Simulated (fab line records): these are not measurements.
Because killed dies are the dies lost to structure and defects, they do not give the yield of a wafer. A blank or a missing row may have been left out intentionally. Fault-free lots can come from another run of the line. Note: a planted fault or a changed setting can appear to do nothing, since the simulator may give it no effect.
Code-filled problem report in 8D (eight disciplines) form    flow rit_cmos    the parts of the form that need people (team, actions taken, sign-off) are left out

## 1. THE PROBLEM
At RIT_SPACER_ETCHBACK_05, oes_product_au averages 0.717 a.u. over 2 wafers from 2 lots, while fault-free wafers read 0.847 a.u., standard deviation 0.017. Measured from the usual mean, that is -7.6 standard deviations.
The step: etches Si3N4 in SF6/CHF3, stops on SiO2, target depth 250 nm, time 240 s.
First observed at day 3 14:34: wafer L135.2, on rie_diel-02. At this step, 42 wafers from 14 lots have a number in the record. The rule behind "out" and "out of limits": a value lying over 4 standard deviations away from the usual mean. The other wafers with a number count as sound.

## 2. WHAT IT IS AND WHAT IT IS NOT
question                     is                is not
which readings at this step  oes_product_au    drypump_motor_current_A, throttle_valve_pct
which lots                   L135, L139        L132, L133, L134, L136, L137, L146, L147, L149, L151, L152, L153, L155
which wafers of those lots   L135.2, L139.1    L135.3, L135.5, L139.5, L139.6
read on which tools          rie_diel-02       rie_diel-03, rie_diel-04
when                         from day 3 14:34  up to then (11 sound wafers); but 29 sound wafers of L136, L137, L139, L146, L147, L149, L151, L152, L153, L155 came after

## 3. WHAT RULES OUT EACH SUSPECT
Counting: a tool at a process step up to the reading stays a suspect if it ran every lot that is out. Sound lots after the first of them don't rule it out here, since some wafers of a struck lot are sound.
- rie_diel-02 at RIT_SPACER_ETCHBACK_05 (etches Si3N4 in SF6/CHF3, stops on SiO2, target depth 250 nm, time 240 s): kept. Every lot that is out went through it, the first being L135 (day 3 14:34); the last sound lot it ran before that was L134 (day 3 11:04). Out on those wafers are its own readings of oes_product_au.
- rie_diel-02, RIT_SPACER_ETCHBACK_05: wafers that are out in chamber 0, sound lot-mates in chambers 1, 2, 3.
The count leaves rie_diel-02 at RIT_SPACER_ETCHBACK_05.

## 4. THE CAUSE (what the simulator had put in)
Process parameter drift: rie_diel-02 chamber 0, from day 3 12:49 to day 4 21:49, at RIT_SPACER_ETCHBACK_05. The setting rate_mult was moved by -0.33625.
After counting, this tool was the only one left.

## 5. THE EFFECT CHAIN, in route order
Each row: a reading where the mean over the struck wafers with a number is more than 3 standard deviations away from the usual. Only readings whose record carries a usual standard deviation are examined. hours: median over the lots of the time between each lot's start at the first step of this table that gives one and its start at this step. sigmas: the change, counted in usual standard deviations.
hours  step                    reading              usual       on struck wafers  change  sigmas
0      RIT_SPACER_ETCHBACK_05  oes_product_au       0.847 a.u.  0.717             -0.130  -7.6
11     RIT_M1_PROBE_99         killed_at_front_end  6.6         264.0             +257.4  +95
11     RIT_M1_PROBE_99         killed_dies          6.7         264.0             +257.3  +95
11     RIT_M1_PROBE_99         killed_on_rim        1.8         70.0              +68.2   +52
It contains these process steps:
- RIT_SPACER_ETCHBACK_05: etches Si3N4 in SF6/CHF3, stops on SiO2, target depth 250 nm, time 240 s.
- RIT_M1_PROBE_99

## 6. HOW IT WOULD HAVE BEEN CAUGHT EARLIER
In this record no reading fell out of limits until day 3 14:34, 2 hours after the fault had begun at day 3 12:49.
